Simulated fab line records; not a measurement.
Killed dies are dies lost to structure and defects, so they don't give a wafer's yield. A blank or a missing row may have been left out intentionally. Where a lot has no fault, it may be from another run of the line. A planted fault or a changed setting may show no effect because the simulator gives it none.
The tool behind it: which one? | flow berkeley_cmos170 | 14 lots (42 wafers sampled), 1 step of a 331-step route

== WHAT EACH GAUGE READ, for each wafer ==
Not one reading of a measure or inspect step in the record can be checked against a usual standard deviation.

== WHAT TOOL EACH LOT RAN ON (gives the tool, then ch and the chambers of the sampled wafers, and finally the start) ==
lot  | UCB170_M2_ETCH_17
L147 | rie_diel-02 ch 1,2,3, day 8 13:56
L149 | rie_diel-01 ch 0,1,2, day 8 22:34
L150 | rie_diel-02 ch 0,1,3, day 9 11:58
L152 | rie_diel-01 ch 0,2,3, day 9 12:05
L151 | rie_diel-03 ch 0,2, day 9 12:16
L153 | rie_diel-02 ch 0,1, day 10 02:11
L156 | rie_diel-03 ch 0,3, day 10 08:49
L158 | rie_diel-03 ch 0,1,3, day 11 10:25
L162 | rie_diel-03 ch 2,3, day 11 14:11
L159 | rie_diel-03 ch 0,3, day 11 20:45
L160 | rie_diel-01 ch 1,2, day 11 21:02
L163 | rie_diel-01 ch 0,3, day 12 19:04
L167 | rie_diel-02 ch 2,3, day 13 03:01
L169 | rie_diel-01 ch 2,3, day 13 08:43
- UCB170_M2_ETCH_17: etches BARC in N2/H2.

== AS READ BY THE TOOLS THEMSELVES (means over the sampled wafers that have a number; for cases with no such wafer, the mark the record gives instead) ==
UCB170_M2_ETCH_17.
lot  | tool        | bias_w (W) | drypump_motor_current_A (A) | oes_product_au (a.u.) | throttle_valve_pct (%)
L147 | rie_diel-02 | 100.11     | 5.3                         | 0.992                 | 13.32
L149 | rie_diel-01 | 99.94      | 5.2                         | 1.000                 | 13.49
L150 | rie_diel-02 | 100.06     | 5.1                         | 0.986                 | 13.22
L152 | rie_diel-01 | 100.01     | 5.2                         | 1.001                 | 13.42
L151 | rie_diel-03 | 100.05     | 5.2                         | 1.002                 | 13.21
L153 | rie_diel-02 | 99.91      | 5.2                         | 0.981                 | 13.36
L156 | rie_diel-03 | 99.75      | 5.9                         | 1.002                 | 13.28
L158 | rie_diel-03 | 100.10     | 5.8                         | 0.988                 | 13.25
L162 | rie_diel-03 | 99.95      | 5.4                         | 0.799                 | 12.98
L159 | rie_diel-03 | 100.13     | 5.6                         | 0.800                 | 13.31
L160 | rie_diel-01 | 99.88      | 5.2                         | 1.002                 | 13.57
L163 | rie_diel-01 | 99.82      | 5.3                         | 0.987                 | 13.42
L167 | rie_diel-02 | 100.03     | 5.1                         | 1.001                 | 13.19
L169 | rie_diel-01 | 99.68      | 5.1                         | 0.978                 | 13.42

== THE ANSWER, worked out from the rows above alone ==
Rule: the usual values come from the lots themselves. The widest of any qualifying gaps counts: lots, ordered by their means at a reading, are off when they make up no more than a third of the lots, leave a main group of 4 or more, and stand apart from it by 3 or more times the standard deviation of that group's means. The tables above print the reading to a certain number of digits; a main group whose means all agree to those digits is not used. Also off: a lot with no number at a reading for which 4 or more lots have one. Any other lot the step has rows for is counted as sound. First the gauges in route order, then the tools' own readings, where a lot's mean is used as printed above. At the first step where some lot is off, the reading lying furthest off is the one used; lots without a number count as furthest.
Off: L162, L159, at UCB170_M2_ETCH_17 (oes_product_au). The main group: mean 0.993 a.u., standard deviation 0.0087.
A tool fits if, at that step or a process step before it, it ran every lot that is off, and no sound lot after the first of them. One fits: UCB170_M2_ETCH_17 on rie_diel-03. A fault onset in the window from L158 (day 11 10:25, its last sound lot) to L162 (day 11 14:11, its first lot off) fits.
On the lots that are off, the tool's own readings at UCB170_M2_ETCH_17 differ by more than 5 times the standard deviation of the sound lots' means, which bears it out; oes_product_au reads 0.800 a.u. there versus 0.993 a.u. on the sound lots.

== WHAT THE SIMULATOR HAD PUT IN ==
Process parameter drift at UCB170_M2_ETCH_17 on rie_diel-03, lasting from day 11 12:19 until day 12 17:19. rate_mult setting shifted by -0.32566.
Struck lots among those shown: L162, L159. The same result came from the rule above.
